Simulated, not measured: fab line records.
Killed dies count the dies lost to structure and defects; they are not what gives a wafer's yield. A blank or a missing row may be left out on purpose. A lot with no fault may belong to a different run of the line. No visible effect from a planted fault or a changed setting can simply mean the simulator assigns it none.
Comparing a struck lot with a sound one | flow berkeley_cmos170 | 14 out of 331 route steps
Sound: the wafers L195.1, L195.3, L195.5. The struck wafers were L188.1, L188.4, L188.5. At the end, the cause is stated.
At each step with rows: each side's tool, then ch and its chambers, then its first start. Under that, the readings that differ: sound wafers | struck wafers | difference of the means | sigmas: that difference in standard deviations of wafers without a fault.
alike: words and numbers the same on both sides, and readings whose means are apart by under 2 such deviations; not compared: readings that were withheld, readings missing a value for some wafer, numbers with overlapping values and no deviation given by the record, and bounds like >300 which may hide the same value.
Wherever a step has rows on one side only, a row that says differs or no value, or a row with sigmas, the two part there. Non-overlapping numbers with no deviation appear without sigmas and do not part them. A reading that every wafer of one side lacks parts them only if that side has two wafers or more.

first, 3 steps without rows for these wafers: UCB170_PWELL_EXPOSE_10 (exposes mask PWELL, target cd 3000 nm); UCB170_PWELL_PEB_11; UCB170_PWELL_DEVELOP_12 (develop time 45 s).
UCB170_PWELL_OVL_MEAS_13:
  sound on overlay-01, day 7 00:20; struck on overlay-02, day 5 09:18
  reading        | sound    | struck | difference | sigmas
  PWELL_OVL (nm) | 25 15 16 | 7 11 0 | -13        | -2
UCB170_PWELL_ETCH_14: etches Si3N4 in CH3F/Ar/O2, stops on SiO2, target depth 242 nm, time 151 s.
  sound on rie_diel-03 ch 1,2, day 7 00:22; struck on rie_diel-04 ch 1,3, day 5 09:20
  reading                     | sound       | struck      | difference | sigmas
  drypump_motor_current_A (A) | 5.7 4.8 4.8 | 6.6 6.6 6.6 | +1.5       | +3
  alike: oes_product_au, throttle_valve_pct
  not compared: rf_hours_counter_h
next, for these wafers, 1 step has no rows: UCB170_PWELL_IMPLANT_15.
UCB170_PWELL_STRIP_16: strips in O2.
  sound on plasma_asher-01 ch 0,1, day 7 00:37; struck on plasma_asher-04 ch 0,1, day 5 09:35
  alike: drypump_motor_current_A, oes_product_au, strip_time_to_endpoint_s
  not compared: rf_hours_counter_h
UCB170_PWELL_TW_MEAS_17:
  sound on film_metro-01, day 7 00:43; struck on film_metro-01, day 5 09:41
  alike: PWELL_TW
then, 4 steps without rows for these wafers: UCB170_PWELL_CLEAN_18 (cleans in SPM, time 600 s); UCB170_PWELL_WET_ETCH_19 (etches Si3N4 in H3PO4, time 14400 s); UCB170_PWELL_WET_ETCH_20 (etches SiO2 in BOE, time 22 s); UCB170_WELLDRIVE_CLEAN_00 (cleans in SPM, time 600 s).
UCB170_WELLDRIVE_OXIDATION_01: target thk 199 nm, ox time 9000 s.
  sound on furnace-04 ch 0, day 7 06:43; struck on furnace-03, day 5 16:11
  no value came back on the struck wafers for ox_temp_c (C), ox_temp_c_max, spike_tc_centre_C (C); on the sound wafers ox_temp_c (C) reads 1100.1 1100.4 1100.4
then, 1 step without rows for these wafers: UCB170_WELLDRIVE_ANNEAL_03 (time 900 s).

## WHERE THEY PART
Earliest at UCB170_PWELL_OVL_MEAS_13; latest, in this record, at UCB170_WELLDRIVE_OXIDATION_01.

WHY: the cause the simulator had injected
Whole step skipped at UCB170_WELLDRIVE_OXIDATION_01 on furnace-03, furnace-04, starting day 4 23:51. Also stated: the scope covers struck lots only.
